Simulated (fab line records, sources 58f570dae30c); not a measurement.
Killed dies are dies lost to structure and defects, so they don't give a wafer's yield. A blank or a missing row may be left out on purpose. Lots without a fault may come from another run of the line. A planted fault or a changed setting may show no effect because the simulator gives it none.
Problem report in the 8D (eight disciplines) form, filled by code | flow berkeley_cmos170 | the parts of the form that need people (team, actions taken, sign-off) are left out

1. THE PROBLEM
M2_AL_RS at UCB170_M2_RS_MEAS_02 reads a mean of 0.0221 ohm/sq on 6 wafers of 2 lots; wafers without a fault read 0.0324 ohm/sq with a standard deviation of 0.00038. That is -27 standard deviations from the usual mean.
The step: measures by four-point-probe.
First seen on wafer L348.2, day 9 07:34, on film_metro-04. The record holds 42 wafers of 14 lots with a number at this step. Rule for "out", or "out of limits": more than 4 standard deviations from the usual mean. The other wafers with a number count as sound.

2. WHAT IT IS AND WHAT IT IS NOT
question                    | is                     | is not
which readings at this step | M2_AL_RS               | -
which lots                  | L348, L355             | L341, L342, L343, L345, L346, L347, L349, L350, L352, L358, L361, L362
which wafers of those lots  | all that have a number | -
read on which gauges        | film_metro-04          | film_metro-02, film_metro-03
when                        | from day 9 07:34       | up to then (24 sound wafers); but 12 sound wafers of L352, L358, L361, L362 came after

3. SUSPECTS, AND WHAT RULES EACH OUT
Counting: a tool at a process step up to the reading stays a suspect if it ran every lot that is out and no sound lot after the first of them.
- the gauge at UCB170_M2_RS_MEAS_02: ruled out. All the wafers that are out were read on film_metro-04, but those of them that UCB170_M2_METAL_ETCH_18 has rows for are out there too, on other tools.
- pvd_sputter-01 at UCB170_M2_SPUTTER_01 (material Al, target thk 900 nm, time 120 s): kept. It ran every lot that is out, first L348 (day 9 07:28), and no sound lot after that; its last sound lot up to then is L350 (day 9 06:52).
Left after counting: pvd_sputter-01 at UCB170_M2_SPUTTER_01.

4. THE CAUSE (what the simulator had put in)
Process parameter drift: pvd_sputter-01, from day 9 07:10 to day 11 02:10, at UCB170_M2_SPUTTER_01. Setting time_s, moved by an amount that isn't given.
Counting left only this tool.

5. THE CHAIN OF EFFECTS, in route order
Each row: a reading whose mean over the struck wafers that have a number lies more than 3 standard deviations from the usual. Only readings for which the record gives a usual standard deviation are gone through. hours: the time from each lot's start at the first step in this table that gives one to its start at this step, as a median over the lots. sigmas: the change in usual standard deviations.
hours | step                    | reading        | usual         | on struck wafers | change  | sigmas
0     | UCB170_M2_RS_MEAS_02    | M2_AL_RS       | 0.0324 ohm/sq | 0.0221           | -0.0103 | -27
5     | UCB170_M2_THK_MEAS_03   | M2_AL_THK      | 894 nm        | 1292             | +398    | +28
11    | UCB170_M2_METAL_ETCH_18 | oes_product_au | 0.851 a.u.    | 0.996            | +0.145  | +13
The process steps in it:
- UCB170_M2_METAL_ETCH_18: etches Al in Cl2/BCl3, stops on SiO2, target depth 1170 nm, time 195 s.
Later measuring or inspecting steps at which every struck wafer that the step has a row for has a number for every such reading, and none has moved that far: UCB170_M2_CD_MEAS_15.

6. WHAT WOULD HAVE CAUGHT IT SOONER
In this record the first reading out of limits at a measuring or inspecting step was taken at day 9 07:34, 0 hours after the fault began at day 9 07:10.
Of the tool readings at UCB170_M2_SPUTTER_01 for which the record gives a usual standard deviation, none was out on any struck wafer, so an alarm limit of 4 standard deviations on them would not have fired.
Of the lots that are out (2), L355 began UCB170_M2_SPUTTER_01 on pvd_sputter-01 after day 9 07:34. A hold on the tool at that time would have spared it.
